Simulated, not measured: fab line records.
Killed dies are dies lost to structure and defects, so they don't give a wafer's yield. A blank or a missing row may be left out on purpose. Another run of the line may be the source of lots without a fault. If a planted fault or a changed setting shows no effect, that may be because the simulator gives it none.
fab line records -- flow berkeley_cmos170
record: lots: 5, wafers: 23
route steps=331 shown PWELL@39 NVT@111 GATE@130 NLDD@166 NSD@188 SDANNEAL@204
start_h: the number of hours between the record's first day and the start of the first shown wafer of the lot -- wait_h: how many hours have passed since the lot's step before this one -- " unchanged from the row above -- L1.1+2: a row that stands for several wafers -- - either no value or no given start -- * or withheld: withheld -- < > ~ a bound
route shown NAME@n: a module of which the file shows steps, and the number in the route of the first -- usual: the fault-free wafers' mean and standard deviation -- same: alike in all rows -- chamber/n: place in a boat -- sites: per-site readings -- _std_site: standard deviation of those values -- _edge_site: outer sites' mean less inner sites' -- radius_mm: how far each site lies from the wafer's centre -- mask NAME#n: copy n -- behind: the last tool/chamber to shape the wafer -- hold: why the lot was held/for how many hours/how that ended -- device: the transistor (n, p or np) that didn't switch -- end of line: tests of these same wafers at the route's end -- step lacking rows: just its recipe -- killed: at the first sort, the dies lost to defects and structure; wafer yield is something else -- map: per-die view of a wafer (x killed, . not killed, _ where there is no die)
set.NAME: the setting the step ran with; set.NAME@STEP: the setting that earlier step ran with -- model.NAME: the simulator's own value behind a step, which no gauge read
lots where settings were altered on purpose, with a table for each step and a row for each wafer
== steps ==
step: UCB170_PWELL_CVD_05
recipe: material: Si3N4, target_thk_nm: 220, temp_c: 800, precursor: SiH2Cl2/NH3, time_s: 3300, pressure_mtorr: 200, sih2cl2_flow_sccm: 25, nh3_flow_sccm: 75
lot.wafer,tool,chamber,start_h,wait_h,set.temp_c,model.Si3N4_of_PWELL_CVD_05.thk_nm
L078.3,lpcvd-02,0,63.06,1.0,800,216.9
L078.4,lpcvd-02,0,63.06,1.0,800,217.1
L078.5,lpcvd-02,0,63.06,1.0,800,217.8
L079.1,-,-,-,1.5,800,220.5
L079.2,-,-,-,1.5,800,220.7
L079.3,-,-,-,1.5,800,219.2
L079.4,-,-,-,1.5,800,220
L079.6,-,-,-,1.5,800,220.8
L080.1,-,-,-,0.0,800,218
L080.2,-,-,-,0.0,800,219.4
L080.3+4,-,-,-,0.0,800,218.2
L080.6,-,-,-,0.0,800,216.8
L082.1,-,-,-,0.0,788.3,175.8
L082.2+6,-,-,-,0.0,788.3,173.5
L082.3,-,-,-,0.0,788.3,174.5
L082.4,-,-,-,0.0,788.3,174.3
L085.1,-,-,-,0.0,790.1,184.4
L085.2,-,-,-,0.0,790.1,183.9
L085.3,-,-,-,0.0,790.1,184.6
L085.5,-,-,-,0.0,790.1,182.8
L085.6,-,-,-,0.0,790.1,185.4
step: UCB170_PWELL_THK_MEAS_06
recipe: reads: Si3N4_of_PWELL_CVD_05
usual: PWELL_NITRIDE_THK: 219.0/1.9
lot.wafer,tool,chamber,start_h,wait_h,set.temp_c@PWELL_CVD_05,PWELL_NITRIDE_THK[nm]
L078.3,film_metro-04,-,64.99,0.0,800,216.9
L078.4,film_metro-04,-,64.99,0.0,800,217.2
L078.5,film_metro-04,-,64.99,0.0,800,217.9
L079.1,film_metro-02,-,-,-,800,220.5
L079.2,film_metro-02,-,-,-,800,220.6
L079.3,film_metro-02,-,-,-,800,219.2
L079.4,film_metro-02,-,-,-,800,219.9
L079.6,film_metro-02,-,-,-,800,220.7
L080.1,film_metro-02,-,-,-,800,218.1
L080.2,film_metro-02,-,-,-,800,219.4
L080.3,film_metro-02,-,-,-,800,218.2
L080.4,film_metro-02,-,-,-,800,218.2
L080.6,film_metro-02,-,-,-,800,217.0
L082.1,film_metro-04,-,-,-,788.3,175.8
L082.2,film_metro-04,-,-,-,788.3,173.4
L082.3,film_metro-04,-,-,-,788.3,174.4
L082.4,film_metro-04,-,-,-,788.3,174.4
L082.6,film_metro-04,-,-,-,788.3,173.5
L085.1,film_metro-01,-,-,-,790.1,184.4
L085.2,film_metro-01,-,-,-,790.1,183.9
L085.3,film_metro-01,-,-,-,790.1,184.8
L085.5,film_metro-01,-,-,-,790.1,182.8
L085.6,film_metro-01,-,-,-,790.1,185.3
step: UCB170_PWELL_HMDS_07
recipe: prime_time_s: 60, prime_temp_c: 100
step: UCB170_PWELL_COAT_08
recipe: resist: KrF, spin_rpm: 1500, resist_thk_nm: 900
step: UCB170_PWELL_DEVELOP_12
recipe: developer: TMAH, develop_time_s: 45, resist: KrF, dev_temp_c: 21
step: UCB170_PWELL_ETCH_14
recipe: chemistry: CH3F/Ar/O2, target: Si3N4, stop_on: SiO2, CH3F_flow_sccm: 20, Ar_flow_sccm: 50, O2_flow_sccm: 7, pressure_mtorr: 50, rf_w: 450, target_depth_a: 2420, over_etch_frac: 0.1, time_s: 151
lot.wafer,tool,chamber,start_h,wait_h,set.temp_c@PWELL_CVD_05,model.etch.depth_nm
L078.3,rie_diel-03,3,66.04,0.0,800,216.9
L078.4,rie_diel-03,1,66.04,0.0,800,217.1
L078.5,rie_diel-03,3,66.04,0.0,800,217.8
L079.1,rie_diel-02,2,75.77,0.0,800,220.5
L079.2,rie_diel-02,1,75.77,0.0,800,220.7
L079.3,rie_diel-02,0,75.77,0.0,800,219.2
L079.4,rie_diel-02,3,75.77,0.0,800,220
L079.6,rie_diel-02,3,75.77,0.0,800,220.8
L080.1+2+4,rie_diel-04,"0,3,3",76.61,0.0,800,-
L080.3,rie_diel-04,1,76.61,0.0,800,218.2
L080.6,rie_diel-04,1,76.61,0.0,800,216.8
L082.1+3+6,rie_diel-02,"0,1,2",91.09,0.0,788.3,-
L082.2,rie_diel-02,3,91.09,0.0,788.3,173.5
L082.4,rie_diel-02,2,91.09,0.0,788.3,174.3
L085.1+6,rie_diel-03,"3,0",99.25,0.0,790.1,-
L085.2,rie_diel-03,0,99.25,0.0,790.1,183.9
L085.3,rie_diel-03,1,99.25,0.0,790.1,184.6
L085.5,rie_diel-03,3,99.25,0.0,790.1,182.8
step: UCB170_PWELL_IMPLANT_15
recipe: species: B, dose_cm2: 5e+12, energy_kev: 60, tilt_deg: 7
lot.wafer,tool,chamber,start_h,wait_h,set.energy_kev,model.implant.rp_nm,model.implant.drp_nm
L078.3+4+5,implanter-04,0,66.19,0.1,60,186.4,64.7
L079.1+3+4,implanter-04,0,75.87,0.1,57.69,182.4,63.36
L079.2+6,implanter-04,0,75.87,0.1,60,189,64.7
L080.1+2,implanter-04,0,76.71,0.1,60,186.8,64.7
L080.3+4+6,implanter-04,0,76.71,0.1,62.46,196.1,66.08
L082.1+3+6,implanter-01,0,91.19,0.1,61.24,186.3,65.4
L082.2+4,implanter-01,0,91.19,0.1,60,182.2,64.7
L085.1+2+3+5+6,implanter-01,0,99.35,0.1,60,186.8,64.7
step: UCB170_NVT_IMPLANT_07
recipe: species: BF2, dose_cm2: 3e+12, energy_kev: 50, tilt_deg: 7
lot.wafer,tool,chamber,start_h,wait_h,set.dose_cm2
L078.3+4+5,implanter-01,0,129.44,0.1,3e+12
L079.1+2,implanter-03,0,137.37,0.0,2.833e+12
L079.3+4+6,implanter-03,0,137.37,0.0,3e+12
L080.1+3,implanter-01,0,137.65,0.0,3e+12
L080.2+4+6,implanter-01,0,137.65,0.0,2.944e+12
L085.1+2+3+5+6,implanter-03,0,158.15,0.0,3e+12
L082.1+2,implanter-01,0,158.25,0.0,2.866e+12
L082.3+4+6,implanter-01,0,158.25,0.0,3e+12
step: UCB170_NVT_STRIP_08
recipe: chemistry: O2, power_w: 400, pressure_mtorr: 3500, platen_temp_c: withheld, o2_flow_sccm: 400, overash_fraction: 0.5
step: UCB170_NVT_TW_MEAS_09
usual: NVT_TW: 525/4
lot.wafer,tool,chamber,start_h,wait_h,set.dose_cm2@NVT_IMPLANT_07,NVT_TW
L078.3,film_metro-02,-,129.66,0.1,3e+12,527
L078.4,film_metro-02,-,129.66,0.1,3e+12,528
L078.5,film_metro-02,-,129.66,0.1,3e+12,527
L079.1,film_metro-02,-,137.65,0.1,2.833e+12,518
L079.2,film_metro-02,-,137.65,0.1,2.833e+12,516
L079.3,film_metro-02,-,137.65,0.1,3e+12,528
L079.4,film_metro-02,-,137.65,0.1,3e+12,527
L079.6,film_metro-02,-,137.65,0.1,3e+12,524
L080.1,film_metro-01,-,137.90,0.1,3e+12,518
L080.2,film_metro-01,-,137.90,0.1,2.944e+12,517
L080.3,film_metro-01,-,137.90,0.1,3e+12,518
L080.4,film_metro-01,-,137.90,0.1,2.944e+12,514
L080.6,film_metro-01,-,137.90,0.1,2.944e+12,514
L085.1,film_metro-02,-,158.40,0.1,3e+12,527
L085.2,film_metro-02,-,158.40,0.1,3e+12,524
L085.3,film_metro-02,-,158.40,0.1,3e+12,526
L085.5,film_metro-02,-,158.40,0.1,3e+12,526
L085.6,film_metro-02,-,158.40,0.1,3e+12,528
L082.1,film_metro-03,-,158.50,0.1,2.866e+12,517
L082.2,film_metro-03,-,158.50,0.1,2.866e+12,514
L082.3,film_metro-03,-,158.50,0.1,3e+12,520
L082.4,film_metro-03,-,158.50,0.1,3e+12,522
L082.6,film_metro-03,-,158.50,0.1,3e+12,524
step: UCB170_GATE_CVD_04
recipe: material: poly-Si, temp_c: 610, precursor: SiH4, time_s: 1440, pressure_mtorr: 375, target_thk_nm: 214, sih4_flow_sccm: 120
lot.wafer,tool,chamber,start_h,wait_h,set.sih4_flow_sccm,model.poly-Si_of_GATE_CVD_04.thk_nm
L078.3,lpcvd-02,1,140.30,0.0,120,214.1
L078.4,lpcvd-02,1,140.30,0.0,120,215.3
L078.5,lpcvd-02,1,140.30,0.0,120,214.7
L079.1,-,-,-,0.0,128.1,228.5
L079.2+3,-,-,-,0.0,128.1,228.8
L079.4,-,-,-,0.0,128.1,229
L079.6,-,-,-,0.0,128.1,228.9
L080.1,-,-,-,0.0,113.5,202.3
L080.2,-,-,-,0.0,113.5,201.3
L080.3,-,-,-,0.0,113.5,204.1
L080.4,-,-,-,0.0,113.5,201.5
L080.6,-,-,-,0.0,113.5,200.7
L082.1,-,-,-,1.0,133,241.1
L082.2,-,-,-,1.0,133,241.7
L082.3,-,-,-,1.0,133,242.5
L082.4,-,-,-,1.0,133,241.6
L082.6,-,-,-,1.0,133,241
L085.1,-,-,-,1.0,135.7,244.2
L085.2,-,-,-,1.0,135.7,245.2
L085.3,-,-,-,1.0,135.7,246.4
L085.5,-,-,-,1.0,135.7,243.5
L085.6,-,-,-,1.0,135.7,243.6
step: UCB170_GATE_THK_MEAS_05
recipe: reads: poly-Si_of_GATE_CVD_04
usual: GATE_POLY_THK: 215.4/2.1
lot.wafer,tool,chamber,start_h,wait_h,set.sih4_flow_sccm@GATE_CVD_04,GATE_POLY_THK[nm]
L078.3,film_metro-04,-,141.72,0.0,120,214.1
L078.4,film_metro-04,-,141.72,0.0,120,215.2
L078.5,film_metro-04,-,141.72,0.0,120,214.6
L079.1,film_metro-01,-,-,-,128.1,228.5
L079.2,film_metro-01,-,-,-,128.1,228.9
L079.3,film_metro-01,-,-,-,128.1,228.6
L079.4,film_metro-01,-,-,-,128.1,229.1
L079.6,film_metro-01,-,-,-,128.1,229.1
L080.1,film_metro-04,-,-,-,113.5,202.3
L080.2,film_metro-04,-,-,-,113.5,201.4
L080.3,film_metro-04,-,-,-,113.5,204.1
L080.4,film_metro-04,-,-,-,113.5,201.5
L080.6,film_metro-04,-,-,-,113.5,200.6
L085.1,film_metro-01,-,-,-,135.7,244.0
L085.2,film_metro-01,-,-,-,135.7,245.2
L085.3,film_metro-01,-,-,-,135.7,246.3
L085.5,film_metro-01,-,-,-,135.7,243.6
L085.6,film_metro-01,-,-,-,135.7,243.7
L082.1,film_metro-03,-,-,-,133,241.0
L082.2,film_metro-03,-,-,-,133,241.8
L082.3,film_metro-03,-,-,-,133,242.3
L082.4,film_metro-03,-,-,-,133,241.3
L082.6,film_metro-03,-,-,-,133,241.1
step: UCB170_GATE_ETCH_14
recipe: chemistry: N2/H2, target_depth_a: withheld, overetch_a: withheld, target: BARC, time_s: withheld, source_w: 500, bias_w: 100, pressure_mtorr: 30, n2_flow_sccm: 100, h2_flow_sccm: 200
lot.wafer,tool,chamber,start_h,wait_h,set.source_w
L078.3+4+5,rie_diel-01,"2,0,2",143.31,0.0,500
L079.1+4,rie_diel-02,"3,2",155.55,0.0,500
L079.2+3+6,rie_diel-02,"0,1,2",155.55,0.0,516.7
L080.1+6,rie_diel-02,"3,2",155.83,0.0,528.7
L080.2+3+4,rie_diel-02,"1,2,0",155.83,0.0,500
L085.1+6,rie_diel-03,"0,3",176.39,0.0,449.7
L085.2+3+5,rie_diel-03,"2,3,2",176.39,0.0,500
L082.1+3,rie_diel-02,"2,1",176.67,0.0,445.7
L082.2+4+6,rie_diel-02,"0,3,1",176.67,0.0,500
step: UCB170_GATE_ETCH_15
recipe: chemistry: HBr/Cl2, target: poly-Si, stop_on: SiO2, over_etch_frac: 0.3, icp_w: 300, bias_w: 150, time_s: 56.3, pressure_mtorr: 15, HBr_flow_sccm: 150, Cl2_flow_sccm: 50, target_depth_a: 2782
lot.wafer,tool,chamber,start_h,wait_h,set.sih4_flow_sccm@GATE_CVD_04,model.etch.depth_nm,model.GATE.feature_depth_nm
L078.3,rie_si-01,1,143.35,-,120,214.1,214.1
L078.4,rie_si-01,0,143.35,-,120,215.3,215.3
L078.5,rie_si-01,3,143.35,-,120,214.7,214.7
L079.1,rie_si-02,3,155.59,-,128.1,228.5,228.5
L079.2+3,rie_si-02,"2,1",155.59,-,128.1,228.8,228.8
L079.4,rie_si-02,0,155.59,-,128.1,229,229
L079.6,rie_si-02,0,155.59,-,128.1,228.9,229
L080.1,rie_si-02,1,155.87,-,113.5,-,202.3
L080.2,rie_si-02,0,155.87,-,113.5,-,201.4
L080.3,rie_si-02,2,155.87,-,113.5,204.1,204.1
L080.4,rie_si-02,3,155.87,-,113.5,-,201.5
L080.6,rie_si-02,2,155.87,-,113.5,200.7,200.7
L085.1,rie_si-01,2,176.43,-,135.7,-,244.2
L085.2,rie_si-01,1,176.43,-,135.7,245.2,245.2
L085.3,rie_si-01,3,176.43,-,135.7,246.4,246.4
L085.5,rie_si-01,1,176.43,-,135.7,243.5,243.5
L085.6,rie_si-01,2,176.43,-,135.7,-,243.6
L082.1+6,rie_si-02,"1,0",176.71,-,133,-,241.1
L082.2,rie_si-02,2,176.71,-,133,241.7,241.7
L082.3,rie_si-02,3,176.71,-,133,-,242.5
L082.4,rie_si-02,0,176.71,-,133,241.6,241.7
step: UCB170_NLDD_IMPLANT_08
recipe: species: As, dose_cm2: 5e+13, energy_kev: 30, tilt_deg: 7, rotation_deg: 0
lot.wafer,tool,chamber,start_h,wait_h,set.dose_cm2
L078.3+4+5,implanter-01,0,147.16,0.1,5e+13
L079.1+3,implanter-03,0,161.09,0.0,5.348e+13
L079.2+4+6,implanter-03,0,161.09,0.0,5e+13
L080.1+2+3+4+6,implanter-02,0,162.37,0.0,5e+13
L085.1+3+5,implanter-03,0,180.00,0.0,5e+13
L085.2+6,implanter-03,0,180.00,0.0,4.827e+13
L082.1+2+4,implanter-03,0,181.12,0.0,5e+13
L082.3+6,implanter-03,0,181.12,0.0,5.249e+13
step: UCB170_NLDD_IMPLANT_09
recipe: species: As, dose_cm2: 5e+13, energy_kev: 30, tilt_deg: 7, rotation_deg: 180
step: UCB170_NLDD_STRIP_10
recipe: chemistry: O2, power_w: 400, pressure_mtorr: 3500, platen_temp_c: withheld, o2_flow_sccm: 400, overash_fraction: 0.5
lot.wafer,tool,chamber,start_h,wait_h,set.sih4_flow_sccm@GATE_CVD_04,model.poly-Si_of_GATE_CVD_04.thk_nm
L078.3,plasma_asher-04,0,147.44,0.1,120,213.6
L078.4,plasma_asher-04,1,147.44,0.1,120,214.7
L078.5,plasma_asher-04,0,147.44,0.1,120,214.1
L079.1,plasma_asher-01,1,161.39,0.1,128.1,228.1
L079.2+3,plasma_asher-01,0,161.39,0.1,128.1,228.3
L079.4,plasma_asher-01,1,161.39,0.1,128.1,228.6
L079.6,plasma_asher-01,0,161.39,0.1,128.1,228.5
L080.1,plasma_asher-02,0,162.67,0.1,113.5,201.9
L080.2,plasma_asher-02,1,162.67,0.1,113.5,200.9
L080.3,plasma_asher-02,0,162.67,0.1,113.5,203.7
L080.4,plasma_asher-02,1,162.67,0.1,113.5,201
L080.6,plasma_asher-02,1,162.67,0.1,113.5,200.2
L085.1,plasma_asher-04,0,180.30,0.1,135.7,243.7
L085.2,plasma_asher-04,1,180.30,0.1,135.7,244.8
L085.3,plasma_asher-04,1,180.30,0.1,135.7,246
L085.5+6,plasma_asher-04,"1,0",180.30,0.1,135.7,243.1
L082.1,plasma_asher-02,1,181.42,0.1,133,240.7
L082.2,plasma_asher-02,0,181.42,0.1,133,241.3
L082.3,plasma_asher-02,1,181.42,0.1,133,242
L082.4,plasma_asher-02,0,181.42,0.1,133,241.2
L082.6,plasma_asher-02,1,181.42,0.1,133,240.6
step: UCB170_NSD_COAT_01
recipe: resist: KrF, spin_rpm: 1500, resist_thk_nm: 900
lot.wafer,tool,chamber,start_h,wait_h,set.spin_rpm,model.KrF_of_NSD_COAT_01.thk_nm
L078.3,litho_track-01,0,157.55,0.1,1500,900.7
L078.4,litho_track-01,0,157.55,0.1,1500,903
L078.5,litho_track-01,0,157.55,0.1,1500,899.7
L079.1,litho_track-03,0,168.13,0.1,1465,910.4
L079.2,litho_track-03,0,168.13,0.1,1500,903.2
L079.3,litho_track-03,0,168.13,0.1,1500,898.8
L079.4,litho_track-03,0,168.13,0.1,1465,914
L079.6,litho_track-03,0,168.13,0.1,1465,913.7
L080.1,litho_track-03,0,168.58,0.1,1500,897.4
L080.2,litho_track-03,0,168.58,0.1,1500,899.2
L080.3,litho_track-03,0,168.58,0.1,1422,925.2
L080.4,litho_track-03,0,168.58,0.1,1422,924.1
L080.6,litho_track-03,0,168.58,0.1,1422,921.5
L085.1,litho_track-02,0,187.31,0.1,1500,896.8
L085.2,litho_track-02,0,187.31,0.1,1556,883.9
L085.3,litho_track-02,0,187.31,0.1,1500,899.2
L085.5,litho_track-02,0,187.31,0.1,1556,880.2
L085.6,litho_track-02,0,187.31,0.1,1500,898.3
L082.1,litho_track-01,0,187.47,0.1,1500,899.7
L082.2,litho_track-01,0,187.47,0.1,1575,878.4
L082.3,litho_track-01,0,187.47,0.1,1575,877.3
L082.4,litho_track-01,0,187.47,0.1,1500,903
L082.6,litho_track-01,0,187.47,0.1,1575,879.1
step: UCB170_NSD_STRIP_09
recipe: chemistry: O2, power_w: 400, pressure_mtorr: 3500, platen_temp_c: withheld, o2_flow_sccm: 400, overash_fraction: 0.5
usual: oes_product_au: 0.533/0.0056, strip_time_to_endpoint_s: 35.80/0.074
lot.wafer,tool,chamber,start_h,wait_h,set.power_w,oes_product_au,strip_time_to_endpoint_s
L078.3,plasma_asher-04,0,159.32,0.1,400,0.542,35.80
L078.4,plasma_asher-04,1,159.32,0.1,400,0.541,35.86
L078.5,plasma_asher-04,1,159.32,0.1,400,0.535,35.77
L079.1,plasma_asher-04,0,169.30,0.1,377.4,0.518,37.65
L079.2,plasma_asher-04,1,169.30,0.1,377.4,0.513,37.47
L079.3,plasma_asher-04,0,169.30,0.1,377.4,0.521,37.41
L079.4,plasma_asher-04,1,169.30,0.1,400,0.532,36.13
L079.6,plasma_asher-04,1,169.30,0.1,400,0.533,36.16
L080.1,plasma_asher-04,1,169.97,0.1,380.1,0.515,37.18
L080.2,plasma_asher-04,0,169.97,0.1,400,0.542,35.82
L080.3,plasma_asher-04,1,169.97,0.1,400,0.538,36.42
L080.4,plasma_asher-04,0,169.97,0.1,380.1,0.519,37.80
L080.6,plasma_asher-04,1,169.97,0.1,400,0.533,36.34
L085.1,plasma_asher-03,0,189.37,0.1,400,0.545,35.72
L085.2,plasma_asher-03,1,189.37,0.1,400,0.531,35.45
L085.3,plasma_asher-03,1,189.37,0.1,369.1,0.519,38.03
L085.5,plasma_asher-03,1,189.37,0.1,369.1,0.511,37.53
L085.6,plasma_asher-03,0,189.37,0.1,369.1,0.508,38.02
L082.1,plasma_asher-01,0,189.70,0.1,400,0.531,35.77
L082.2,plasma_asher-01,1,189.70,0.1,400,0.529,35.22
L082.3,plasma_asher-01,1,189.70,0.1,400,0.532,35.21
L082.4,plasma_asher-01,0,189.70,0.1,400,0.530,35.81
L082.6,plasma_asher-01,0,189.70,0.1,400,0.521,35.28
step: UCB170_SDANNEAL_RTA_00
recipe: temp_c: 900, time_s: 10, ambient: N2
lot.wafer,tool,chamber,start_h,wait_h,set.time_s
L078.3+4+5,rtp_anneal-02,0,161.38,0.0,10
L079.1+2,rtp_anneal-01,0,170.36,0.0,8.736
L079.3+4+6,rtp_anneal-01,0,170.36,0.0,10
L080.1+3,rtp_anneal-01,0,171.03,0.0,10.78
L080.2+4+6,rtp_anneal-01,0,171.03,0.0,10
L085.1+2+3+5+6,rtp_anneal-02,0,190.82,0.0,10
L082.1+2,rtp_anneal-01,0,191.00,0.0,10.91
L082.3+4+6,rtp_anneal-01,0,191.00,0.0,10
step: UCB170_SDANNEAL_RTA_01
recipe: temp_c: 1050, time_s: 5, ambient: N2
step: UCB170_SDANNEAL_RS_MEAS_05
recipe: thk_meas_gauge: four-point-probe
usual: NLDD_RS: 615.9/1.6
lot.wafer,tool,chamber,start_h,wait_h,set.dose_cm2@NLDD_IMPLANT_08,NLDD_RS[ohm/sq]
L078.3,film_metro-02,-,161.89,0.1,5e+13,616.4
L078.4,film_metro-02,-,161.89,0.1,5e+13,617.1
L078.5,film_metro-02,-,161.89,0.1,5e+13,616.9
L079.1,film_metro-03,-,170.85,0.1,5.348e+13,603.4
L079.2,film_metro-03,-,170.85,0.1,5e+13,616.0
L079.3,film_metro-03,-,170.85,0.1,5.348e+13,601.0
L079.4,film_metro-03,-,170.85,0.1,5e+13,615.8
L079.6,film_metro-03,-,170.85,0.1,5e+13,615.9
L080.1,film_metro-03,-,171.51,0.1,5e+13,619.2
L080.2,film_metro-03,-,171.51,0.1,5e+13,617.4
L080.3,film_metro-03,-,171.51,0.1,5e+13,617.5
L080.4,film_metro-03,-,171.51,0.1,5e+13,618.0
L080.6,film_metro-03,-,171.51,0.1,5e+13,619.0
L085.1,film_metro-02,-,191.31,0.1,5e+13,614.6
L085.2,film_metro-02,-,191.31,0.1,4.827e+13,621.4
L085.3,film_metro-02,-,191.31,0.1,5e+13,614.3
L085.5,film_metro-02,-,191.31,0.1,5e+13,615.2
L085.6,film_metro-02,-,191.31,0.1,4.827e+13,621.1
L082.1,film_metro-04,-,191.48,0.1,5e+13,617.5
L082.2,film_metro-04,-,191.48,0.1,5e+13,618.4
L082.3,film_metro-04,-,191.48,0.1,5.249e+13,605.9
L082.4,film_metro-04,-,191.48,0.1,5e+13,617.9
L082.6,film_metro-04,-,191.48,0.1,5.249e+13,608.1
== key ==
split: step: UCB170_PWELL_CVD_05, setting: temp_c, stated: 800, by: lot
response: step: UCB170_PWELL_CVD_05, reading: model.Si3N4_of_PWELL_CVD_05.thk_nm, change: +29.4, per: 1%, r: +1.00
response: step: UCB170_PWELL_THK_MEAS_06, reading: PWELL_NITRIDE_THK, change: +29.4, per: 1%, r: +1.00
response: step: UCB170_PWELL_ETCH_14, reading: model.etch.depth_nm, change: +29.5, per: 1%, r: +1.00
split: step: UCB170_PWELL_IMPLANT_15, setting: energy_kev, stated: 60, by: wafer
response: step: UCB170_PWELL_IMPLANT_15, reading: model.implant.rp_nm, change: +2.02, per: 1%, r: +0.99
response: step: UCB170_PWELL_IMPLANT_15, reading: model.implant.drp_nm, change: +0.342, per: 1%, r: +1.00
split: step: UCB170_NVT_IMPLANT_07, setting: dose_cm2, stated: 3e+12, by: wafer
response: step: UCB170_NVT_TW_MEAS_09, reading: NVT_TW, change: +1.56, per: 1%, r: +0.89
split: step: UCB170_GATE_CVD_04, setting: sih4_flow_sccm, stated: 120, by: lot
response: step: UCB170_GATE_CVD_04, reading: model.poly-Si_of_GATE_CVD_04.thk_nm, change: +2.34, per: 1%, r: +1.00
response: step: UCB170_GATE_THK_MEAS_05, reading: GATE_POLY_THK, change: +2.34, per: 1%, r: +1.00
response: step: UCB170_GATE_ETCH_15, reading: model.etch.depth_nm, change: +2.33, per: 1%, r: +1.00
response: step: UCB170_GATE_ETCH_15, reading: model.GATE.feature_depth_nm, change: +2.34, per: 1%, r: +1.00
response: step: UCB170_NLDD_STRIP_10, reading: model.poly-Si_of_GATE_CVD_04.thk_nm, change: +2.35, per: 1%, r: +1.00
split: step: UCB170_GATE_ETCH_14, setting: source_w, stated: 500, by: wafer
response none clear
split: step: UCB170_NLDD_IMPLANT_08, setting: dose_cm2, stated: 5e+13, by: wafer
response: step: UCB170_SDANNEAL_RS_MEAS_05, reading: NLDD_RS, change: -2.02, per: 1%, r: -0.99
split: step: UCB170_NSD_COAT_01, setting: spin_rpm, stated: 1500, by: wafer
response: step: UCB170_NSD_COAT_01, reading: model.KrF_of_NSD_COAT_01.thk_nm, change: -4.67, per: 1%, r: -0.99
split: step: UCB170_NSD_STRIP_09, setting: power_w, stated: 400, by: wafer
response: step: UCB170_NSD_STRIP_09, reading: oes_product_au, change: +0.00331, per: 1%, r: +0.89
response: step: UCB170_NSD_STRIP_09, reading: strip_time_to_endpoint_s, change: *, per: 1%, r: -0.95
split: step: UCB170_SDANNEAL_RTA_00, setting: time_s, stated: 10, by: wafer
response none clear
